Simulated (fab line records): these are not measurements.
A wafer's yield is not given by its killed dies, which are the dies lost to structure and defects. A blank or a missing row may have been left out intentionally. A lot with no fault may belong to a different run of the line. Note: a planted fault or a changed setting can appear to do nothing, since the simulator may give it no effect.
Split-lot trial || flow rit_cmos || route with 202 steps; 5 lots, 23 wafers read

## THE SPLIT ITSELF
At RIT_ACTIVE_CVD_03 (deposits Si3N4 from SiH2Cl2/NH3, target thk 150 nm, time 1500 s), the setting pressure_mtorr was moved away from the recipe's 300 mTorr on 15 of the 23 wafers read, by -7.2% to +12.1%. For the rest of the wafers, this setting stayed at what the recipe calls for.

Reading taken at the split's own step.

## THE READING
Si3N4_of_ACTIVE_CVD_03.thk_nm (the simulator's own value, which no gauge read), in nm, at RIT_ACTIVE_CVD_03 (deposits Si3N4 from SiH2Cl2/NH3, target thk 150 nm, time 1500 s). There is no usual value for it anywhere in the file. Across the 8 wafers here that went through the recipe, the average is 150.6 nm and the standard deviation 1.5 nm.

{"wafer": "L075.1", "tool, chamber at the split": "-, -", "pressure_mtorr as run, mTorr": 328.4, "against the recipe": "+9.5%", "Si3N4_of_ACTIVE_CVD_03.thk_nm, nm": 151.3, "against lot-mates on the recipe": "no lot-mate on the recipe"}
{"wafer": "L075.2", "tool, chamber at the split": "-, -", "pressure_mtorr as run, mTorr": 328.4, "against the recipe": "+9.5%", "Si3N4_of_ACTIVE_CVD_03.thk_nm, nm": 152.1, "against lot-mates on the recipe": "no lot-mate on the recipe"}
{"wafer": "L075.6", "tool, chamber at the split": "-, -", "pressure_mtorr as run, mTorr": 328.4, "against the recipe": "+9.5%", "Si3N4_of_ACTIVE_CVD_03.thk_nm, nm": 152.1, "against lot-mates on the recipe": "no lot-mate on the recipe"}
{"wafer": "L075.4", "tool, chamber at the split": "-, -", "pressure_mtorr as run, mTorr": 328.4, "against the recipe": "+9.5%", "Si3N4_of_ACTIVE_CVD_03.thk_nm, nm": 151.1, "against lot-mates on the recipe": "no lot-mate on the recipe"}
{"wafer": "L075.5", "tool, chamber at the split": "-, -", "pressure_mtorr as run, mTorr": 328.4, "against the recipe": "+9.5%", "Si3N4_of_ACTIVE_CVD_03.thk_nm, nm": 151.7, "against lot-mates on the recipe": "no lot-mate on the recipe"}
{"wafer": "L076.1", "tool, chamber at the split": "-, -", "pressure_mtorr as run, mTorr": 278.5, "against the recipe": "-7.2%", "Si3N4_of_ACTIVE_CVD_03.thk_nm, nm": 144.8, "against lot-mates on the recipe": "no lot-mate on the recipe"}
{"wafer": "L076.3", "tool, chamber at the split": "-, -", "pressure_mtorr as run, mTorr": 278.5, "against the recipe": "-7.2%", "Si3N4_of_ACTIVE_CVD_03.thk_nm, nm": 145.3, "against lot-mates on the recipe": "no lot-mate on the recipe"}
{"wafer": "L076.6", "tool, chamber at the split": "-, -", "pressure_mtorr as run, mTorr": 278.5, "against the recipe": "-7.2%", "Si3N4_of_ACTIVE_CVD_03.thk_nm, nm": 145.3, "against lot-mates on the recipe": "no lot-mate on the recipe"}
{"wafer": "L076.4", "tool, chamber at the split": "-, -", "pressure_mtorr as run, mTorr": 278.5, "against the recipe": "-7.2%", "Si3N4_of_ACTIVE_CVD_03.thk_nm, nm": 145.4, "against lot-mates on the recipe": "no lot-mate on the recipe"}
{"wafer": "L076.5", "tool, chamber at the split": "-, -", "pressure_mtorr as run, mTorr": 278.5, "against the recipe": "-7.2%", "Si3N4_of_ACTIVE_CVD_03.thk_nm, nm": 145, "against lot-mates on the recipe": "no lot-mate on the recipe"}
{"wafer": "L078.2", "tool, chamber at the split": "-, -", "pressure_mtorr as run, mTorr": 300, "against the recipe": "recipe", "Si3N4_of_ACTIVE_CVD_03.thk_nm, nm": 151.4, "against lot-mates on the recipe": "-"}
{"wafer": "L078.3", "tool, chamber at the split": "-, -", "pressure_mtorr as run, mTorr": 300, "against the recipe": "recipe", "Si3N4_of_ACTIVE_CVD_03.thk_nm, nm": 152.9, "against lot-mates on the recipe": "-"}
{"wafer": "L078.4", "tool, chamber at the split": "-, -", "pressure_mtorr as run, mTorr": 300, "against the recipe": "recipe", "Si3N4_of_ACTIVE_CVD_03.thk_nm, nm": 151.5, "against lot-mates on the recipe": "-"}
{"wafer": "L078.5", "tool, chamber at the split": "-, -", "pressure_mtorr as run, mTorr": 300, "against the recipe": "recipe", "Si3N4_of_ACTIVE_CVD_03.thk_nm, nm": 150.8, "against lot-mates on the recipe": "-"}
{"wafer": "L078.6", "tool, chamber at the split": "-, -", "pressure_mtorr as run, mTorr": 300, "against the recipe": "recipe", "Si3N4_of_ACTIVE_CVD_03.thk_nm, nm": 151.3, "against lot-mates on the recipe": "-"}
{"wafer": "L082.1", "tool, chamber at the split": "lpcvd-01, 0", "pressure_mtorr as run, mTorr": 300, "against the recipe": "recipe", "Si3N4_of_ACTIVE_CVD_03.thk_nm, nm": 150, "against lot-mates on the recipe": "-"}
{"wafer": "L082.2", "tool, chamber at the split": "lpcvd-01, 0", "pressure_mtorr as run, mTorr": 300, "against the recipe": "recipe", "Si3N4_of_ACTIVE_CVD_03.thk_nm, nm": 147.7, "against lot-mates on the recipe": "-"}
{"wafer": "L082.6", "tool, chamber at the split": "lpcvd-01, 0", "pressure_mtorr as run, mTorr": 300, "against the recipe": "recipe", "Si3N4_of_ACTIVE_CVD_03.thk_nm, nm": 149, "against lot-mates on the recipe": "-"}
{"wafer": "L083.1", "tool, chamber at the split": "-, -", "pressure_mtorr as run, mTorr": 336.2, "against the recipe": "+12.1%", "Si3N4_of_ACTIVE_CVD_03.thk_nm, nm": 156.6, "against lot-mates on the recipe": "no lot-mate on the recipe"}
{"wafer": "L083.2", "tool, chamber at the split": "-, -", "pressure_mtorr as run, mTorr": 336.2, "against the recipe": "+12.1%", "Si3N4_of_ACTIVE_CVD_03.thk_nm, nm": 158.5, "against lot-mates on the recipe": "no lot-mate on the recipe"}
{"wafer": "L083.3", "tool, chamber at the split": "-, -", "pressure_mtorr as run, mTorr": 336.2, "against the recipe": "+12.1%", "Si3N4_of_ACTIVE_CVD_03.thk_nm, nm": 158.4, "against lot-mates on the recipe": "no lot-mate on the recipe"}
{"wafer": "L083.5", "tool, chamber at the split": "-, -", "pressure_mtorr as run, mTorr": 336.2, "against the recipe": "+12.1%", "Si3N4_of_ACTIVE_CVD_03.thk_nm, nm": 157.6, "against lot-mates on the recipe": "no lot-mate on the recipe"}
{"wafer": "L083.6", "tool, chamber at the split": "-, -", "pressure_mtorr as run, mTorr": 336.2, "against the recipe": "+12.1%", "Si3N4_of_ACTIVE_CVD_03.thk_nm, nm": 158, "against lot-mates on the recipe": "no lot-mate on the recipe"}

THE FIT
A straight line over all 23 wafers: Si3N4_of_ACTIVE_CVD_03.thk_nm changes by +0.527 nm for each +1% of pressure_mtorr; r = +0.89; the points scatter about the line by 2.1 nm.
Too few moved wafers with a lot-mate on the recipe to fit a line net of each lot's own level.

## THE FILE'S OWN FIT
Si3N4_of_ACTIVE_CVD_03.thk_nm changes by +0.526 nm for each +1% of pressure_mtorr, r = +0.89.
